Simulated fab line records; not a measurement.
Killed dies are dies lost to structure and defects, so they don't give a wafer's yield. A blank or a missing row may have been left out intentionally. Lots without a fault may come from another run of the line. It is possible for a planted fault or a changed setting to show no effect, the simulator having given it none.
Which tool was responsible? / flow berkeley_cmos170 / Sampling: 13 lots, 39 wafers, 6 of 331 route steps

WHAT THE GAUGES SHOWED, per wafer
UCB170_NWELL_TW_MEAS_16. Usual: NWELL_TW 1253, standard deviation 9.5.
lot=L461; measured=day 2 04:19; on=film_metro-04; NWELL_TW=1242 1242 1238; flag=
lot=L462; measured=day 2 11:47; on=film_metro-04; NWELL_TW=1242 1241 1235; flag=
lot=L463; measured=day 2 15:54; on=film_metro-01; NWELL_TW=1269 1266 1267; flag=
lot=L464; measured=day 2 22:36; on=film_metro-03; NWELL_TW=1257 1249 1253; flag=
lot=L465; measured=day 3 03:46; on=film_metro-01; NWELL_TW=1266 1257 1258; flag=
lot=L466; measured=day 3 12:27; on=film_metro-01; NWELL_TW=1268 1260 1260; flag=
lot=L467; measured=day 3 13:07; on=film_metro-03; NWELL_TW=1252 1245 1246; flag=
lot=L469; measured=day 4 00:05; on=film_metro-04; NWELL_TW=1244 1250 1242; flag=
lot=L470; measured=day 4 00:50; on=film_metro-01; NWELL_TW=1268 1260 1264; flag=
lot=L472; measured=day 4 14:47; on=film_metro-01; NWELL_TW=1265 1261 1258; flag=
lot=L481; measured=day 6 09:36; on=film_metro-03; NWELL_TW=1242 1245 1241; flag=
lot=L480; measured=day 6 09:52; on=film_metro-01; NWELL_TW=1265 1268 1257; flag=
lot=L482; measured=day 6 16:38; on=film_metro-01; NWELL_TW=1265 1261 1257; flag=

UCB170_PWELL_TW_MEAS_17. Usual: PWELL_TW 381.5, standard deviation 2.5.
lot=L461; measured=day 2 22:56; on=film_metro-02; PWELL_TW=381.9 382.6 381.8; flag=
lot=L462; measured=day 3 07:35; on=film_metro-04; PWELL_TW=378.3 378.0 377.8; flag=
lot=L463; measured=day 3 09:06; on=film_metro-01; PWELL_TW=382.7 381.3 382.8; flag=
lot=L464; measured=day 3 17:03; on=film_metro-04; PWELL_TW=376.9 378.4 378.7; flag=
lot=L465; measured=day 3 20:42; on=film_metro-01; PWELL_TW=382.0 384.8 383.0; flag=
lot=L466; measured=day 4 01:56; on=film_metro-04; PWELL_TW=380.6 377.1 378.3; flag=
lot=L467; measured=day 4 01:40; on=film_metro-02; PWELL_TW=381.9 383.0 383.5; flag=
lot=L469; measured=day 4 16:19; on=film_metro-04; PWELL_TW=378.4 376.8 376.4; flag=
lot=L470; measured=day 4 16:36; on=film_metro-01; PWELL_TW=383.8 382.6 384.7; flag=
lot=L472; measured=day 5 10:11; on=film_metro-01; PWELL_TW=384.9 383.6 385.1; flag=
lot=L481; measured=day 7 02:28; on=film_metro-01; PWELL_TW=384.5 381.7 386.0; flag=
lot=L480; measured=day 7 05:53; on=film_metro-01; PWELL_TW=383.6 382.8 382.4; flag=
lot=L482; measured=day 7 05:43; on=film_metro-02; PWELL_TW=380.6 383.8 379.7; flag=

UCB170_ACTIVE_THK_MEAS_06. Usual: ACTIVE_NITRIDE_THK 219.5 nm, standard deviation 1.8.
lot=L461; measured=day 3 20:50; on=film_metro-03; ACTIVE_NITRIDE_THK (nm)=219.1 218.9 216.7; flag=
lot=L462; measured=day 4 07:28; on=film_metro-04; ACTIVE_NITRIDE_THK (nm)=222.6 220.3 220.5; flag=
lot=L463; measured=day 4 07:28; on=film_metro-03; ACTIVE_NITRIDE_THK (nm)=219.7 220.1 218.6; flag=
lot=L464; measured=day 4 15:57; on=film_metro-03; ACTIVE_NITRIDE_THK (nm)=216.9 214.7 215.1; flag=
lot=L465; measured=day 4 21:49; on=film_metro-02; ACTIVE_NITRIDE_THK (nm)=218.4 217.6 217.0; flag=
lot=L466; measured=day 5 04:45; on=film_metro-04; ACTIVE_NITRIDE_THK (nm)=221.4 222.3 222.9; flag=
lot=L467; measured=day 5 04:47; on=film_metro-02; ACTIVE_NITRIDE_THK (nm)=218.4 219.5 218.8; flag=
lot=L469; measured=day 5 17:02; on=film_metro-02; ACTIVE_NITRIDE_THK (nm)=218.1 216.9 219.5; flag=
lot=L470; measured=day 5 17:01; on=film_metro-04; ACTIVE_NITRIDE_THK (nm)=221.7 221.4 221.7; flag=
lot=L472; measured=day 6 09:32; on=film_metro-04; ACTIVE_NITRIDE_THK (nm)=208.7 206.7 208.5; flag=OFF
lot=L481; measured=day 8 06:17; on=film_metro-03; ACTIVE_NITRIDE_THK (nm)=218.5 218.4 219.1; flag=
lot=L480; measured=day 8 06:17; on=film_metro-04; ACTIVE_NITRIDE_THK (nm)=218.2 217.8 217.3; flag=
lot=L482; measured=day 8 06:17; on=film_metro-02; ACTIVE_NITRIDE_THK (nm)=219.6 220.9 218.3; flag=

UCB170_PFIELD_OVL_MEAS_06. Usual: PFIELD_OVL 3 nm, standard deviation 4.2.
lot=L461; measured=day 4 00:51; on=overlay-01; PFIELD_OVL (nm)=8 -2 7; flag=
lot=L462; measured=day 4 11:47; on=overlay-01; PFIELD_OVL (nm)=-1 7 5; flag=
lot=L463; measured=day 4 11:17; on=overlay-02; PFIELD_OVL (nm)=5 -1 -2; flag=
lot=L464; measured=day 4 20:31; on=overlay-01; PFIELD_OVL (nm)=2 11 8; flag=
lot=L465; measured=day 5 03:13; on=overlay-01; PFIELD_OVL (nm)=0 0 3; flag=
lot=L466; measured=day 5 07:25; on=overlay-02; PFIELD_OVL (nm)=1 8 3; flag=
lot=L467; measured=day 5 07:53; on=overlay-01; PFIELD_OVL (nm)=-2 6 4; flag=
lot=L469; measured=day 5 20:35; on=overlay-02; PFIELD_OVL (nm)=2 4 7; flag=
lot=L470; measured=day 5 20:25; on=overlay-02; PFIELD_OVL (nm)=0 4 2; flag=
lot=L472; measured=day 6 16:41; on=overlay-02; PFIELD_OVL (nm)=7 11 11; flag=
lot=L481; measured=day 8 08:58; on=overlay-02; PFIELD_OVL (nm)=-3 2 -4; flag=
lot=L480; measured=day 8 09:05; on=overlay-02; PFIELD_OVL (nm)=4 7 11; flag=
lot=L482; measured=day 8 09:24; on=overlay-02; PFIELD_OVL (nm)=5 7 6; flag=

TOOL THAT RAN EACH LOT (tool first, then ch and the chambers of the sampled wafers, then the start)
lot=L461; UCB170_ACTIVE_CVD_05=lpcvd-02 ch 0, day 3 18:55; UCB170_ACTIVE_ETCH_15=rie_diel-02 ch 0,1,3, day 3 23:01
lot=L462; UCB170_ACTIVE_CVD_05=lpcvd-02 ch 1, day 4 05:32; UCB170_ACTIVE_ETCH_15=rie_diel-03 ch 0,2,3, day 4 09:44
lot=L463; UCB170_ACTIVE_CVD_05=lpcvd-02 ch 1, day 4 05:32; UCB170_ACTIVE_ETCH_15=rie_diel-02 ch 0,1,2, day 4 09:30
lot=L464; UCB170_ACTIVE_CVD_05=lpcvd-02 ch 1, day 4 14:02; UCB170_ACTIVE_ETCH_15=rie_diel-01 ch 0,2,3, day 4 17:00
lot=L465; UCB170_ACTIVE_CVD_05=lpcvd-01 ch 1, day 4 19:53; UCB170_ACTIVE_ETCH_15=rie_diel-02 ch 1,2, day 5 00:19
lot=L466; UCB170_ACTIVE_CVD_05=lpcvd-02 ch 1, day 5 02:50; UCB170_ACTIVE_ETCH_15=rie_diel-01 ch 0,1,2, day 5 05:48
lot=L467; UCB170_ACTIVE_CVD_05=lpcvd-02 ch 1, day 5 02:50; UCB170_ACTIVE_ETCH_15=rie_diel-02 ch 1,2,3, day 5 06:32
lot=L469; UCB170_ACTIVE_CVD_05=lpcvd-01 ch 0, day 5 15:02; UCB170_ACTIVE_ETCH_15=rie_diel-01 ch 0,3, day 5 18:20
lot=L470; UCB170_ACTIVE_CVD_05=lpcvd-01 ch 0, day 5 15:02; UCB170_ACTIVE_ETCH_15=rie_diel-03 ch 1,3, day 5 18:10
lot=L472; UCB170_ACTIVE_CVD_05=lpcvd-01 ch 0, day 6 07:37; UCB170_ACTIVE_ETCH_15=rie_diel-03 ch 0,2, day 6 11:00
lot=L481; UCB170_ACTIVE_CVD_05=lpcvd-02 ch 0, day 8 04:22; UCB170_ACTIVE_ETCH_15=rie_diel-01 ch 0,2, day 8 07:28
lot=L480; UCB170_ACTIVE_CVD_05=lpcvd-02 ch 0, day 8 04:22; UCB170_ACTIVE_ETCH_15=rie_diel-02 ch 0,2,3, day 8 07:44
lot=L482; UCB170_ACTIVE_CVD_05=lpcvd-02 ch 0, day 8 04:22; UCB170_ACTIVE_ETCH_15=rie_diel-03 ch 0,1, day 8 07:56
- UCB170_ACTIVE_CVD_05: deposits Si3N4 from SiH2Cl2/NH3, target thk 220 nm, time 3300 s.
- UCB170_ACTIVE_ETCH_15: etches Si3N4 in CH3F/Ar/O2, stops on SiO2, target depth 242 nm, time 151 s.

WHAT THE TOOLS THEMSELVES READ (means of the sampled wafers that have a number; where no wafer has one, the mark that the record gives instead)
UCB170_ACTIVE_CVD_05. Usual: spike_tc_source_C 826.1 C, standard deviation 2.8.
lot=L461; tool=lpcvd-02; spike_tc_source_C (C)=826.2; flag=
lot=L462; tool=lpcvd-02; spike_tc_source_C (C)=829.0; flag=
lot=L463; tool=lpcvd-02; spike_tc_source_C (C)=828.8; flag=
lot=L464; tool=lpcvd-02; spike_tc_source_C (C)=828.9; flag=
lot=L465; tool=lpcvd-01; spike_tc_source_C (C)=820.4; flag=
lot=L466; tool=lpcvd-02; spike_tc_source_C (C)=829.2; flag=
lot=L467; tool=lpcvd-02; spike_tc_source_C (C)=827.9; flag=
lot=L469; tool=lpcvd-01; spike_tc_source_C (C)=826.5; flag=
lot=L470; tool=lpcvd-01; spike_tc_source_C (C)=826.3; flag=
lot=L472; tool=lpcvd-01; spike_tc_source_C (C)=826.3; flag=
lot=L481; tool=lpcvd-02; spike_tc_source_C (C)=827.2; flag=
lot=L480; tool=lpcvd-02; spike_tc_source_C (C)=827.0; flag=
lot=L482; tool=lpcvd-02; spike_tc_source_C (C)=825.8; flag=

UCB170_ACTIVE_ETCH_15. Usual: drypump_motor_current_A 5.8 A, standard deviation 0.36; mfc_ar_sccm 50.01 sccm, standard deviation 0.15; oes_product_au 0.936 a.u., standard deviation 0.011; rf_fwd_power_W 448.0 W, standard deviation 1.5; throttle_valve_pct 8.03 %, standard deviation 0.16.
lot=L461; tool=rie_diel-02; drypump_motor_current_A (A)=5.7; mfc_ar_sccm (sccm)=49.99; oes_product_au (a.u.)=0.937; rf_fwd_power_W (W)=448.0; throttle_valve_pct (%)=8.07; flag=
lot=L462; tool=rie_diel-03; drypump_motor_current_A (A)=6.1; mfc_ar_sccm (sccm)=50.10; oes_product_au (a.u.)=0.935; rf_fwd_power_W (W)=448.7; throttle_valve_pct (%)=7.92; flag=
lot=L463; tool=rie_diel-02; drypump_motor_current_A (A)=5.9; mfc_ar_sccm (sccm)=49.96; oes_product_au (a.u.)=0.944; rf_fwd_power_W (W)=448.1; throttle_valve_pct (%)=7.99; flag=
lot=L464; tool=rie_diel-01; drypump_motor_current_A (A)=5.5; mfc_ar_sccm (sccm)=49.93; oes_product_au (a.u.)=0.921; rf_fwd_power_W (W)=447.8; throttle_valve_pct (%)=7.99; flag=
lot=L465; tool=rie_diel-02; drypump_motor_current_A (A)=6.2; mfc_ar_sccm (sccm)=49.96; oes_product_au (a.u.)=0.938; rf_fwd_power_W (W)=448.7; throttle_valve_pct (%)=7.81; flag=
lot=L466; tool=rie_diel-01; drypump_motor_current_A (A)=5.8; mfc_ar_sccm (sccm)=49.89; oes_product_au (a.u.)=0.951; rf_fwd_power_W (W)=446.8; throttle_valve_pct (%)=8.08; flag=
lot=L467; tool=rie_diel-02; drypump_motor_current_A (A)=6.0; mfc_ar_sccm (sccm)=50.01; oes_product_au (a.u.)=0.938; rf_fwd_power_W (W)=447.8; throttle_valve_pct (%)=7.91; flag=
lot=L469; tool=rie_diel-01; drypump_motor_current_A (A)=5.5; mfc_ar_sccm (sccm)=50.07; oes_product_au (a.u.)=0.932; rf_fwd_power_W (W)=447.4; throttle_valve_pct (%)=8.05; flag=
lot=L470; tool=rie_diel-03; drypump_motor_current_A (A)=5.9; mfc_ar_sccm (sccm)=50.03; oes_product_au (a.u.)=0.944; rf_fwd_power_W (W)=447.9; throttle_valve_pct (%)=8.09; flag=
lot=L472; tool=rie_diel-03; drypump_motor_current_A (A)=6.1; mfc_ar_sccm (sccm)=49.95; oes_product_au (a.u.)=0.902; rf_fwd_power_W (W)=449.5; throttle_valve_pct (%)=7.91; flag=OFF
lot=L481; tool=rie_diel-01; drypump_motor_current_A (A)=5.6; mfc_ar_sccm (sccm)=49.98; oes_product_au (a.u.)=0.940; rf_fwd_power_W (W)=448.8; throttle_valve_pct (%)=8.02; flag=
lot=L480; tool=rie_diel-02; drypump_motor_current_A (A)=5.7; mfc_ar_sccm (sccm)=50.11; oes_product_au (a.u.)=0.942; rf_fwd_power_W (W)=446.7; throttle_valve_pct (%)=8.00; flag=
lot=L482; tool=rie_diel-03; drypump_motor_current_A (A)=6.0; mfc_ar_sccm (sccm)=50.17; oes_product_au (a.u.)=0.923; rf_fwd_power_W (W)=448.0; throttle_valve_pct (%)=8.08; flag=

THE ANSWER, worked out from the rows above alone
Rule: take the mean of a lot's wafers that have a number; if it is more than 3 standard deviations from the usual mean, the lot is off. A lot without any number at a reading at which 4 lots or more have one is off too. Where the step has rows for the other lots, those lots are counted as sound. After the gauges, taken in route order, come the tools' own readings; for these a lot's mean is taken, as printed above. At the first step where some lot is off, the reading lying furthest off is the one used; lots without a number count as furthest.
Off: at UCB170_ACTIVE_THK_MEAS_06 (ACTIVE_NITRIDE_THK), L472.
If a tool, at a process step before that reading, ran all the lots that are off and no sound lot after the first of them, it fits. Not tried: the gauges at UCB170_ACTIVE_THK_MEAS_06; whatever is off there is also off at UCB170_ACTIVE_ETCH_15, on other tools, and gauge error can't account for it. One candidate fits, namely lpcvd-01 at UCB170_ACTIVE_CVD_05. Its last sound lot is L469 (day 5 15:02), its first lot that is off L472 (day 6 07:37): a fault that began between those two fits.

WHAT HAD BEEN PUT IN BY THE SIMULATOR
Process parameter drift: lpcvd-01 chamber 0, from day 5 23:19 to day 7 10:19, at UCB170_ACTIVE_CVD_05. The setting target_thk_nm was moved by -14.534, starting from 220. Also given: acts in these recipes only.
Struck lots among those shown: L472. The same result came from the rule above.
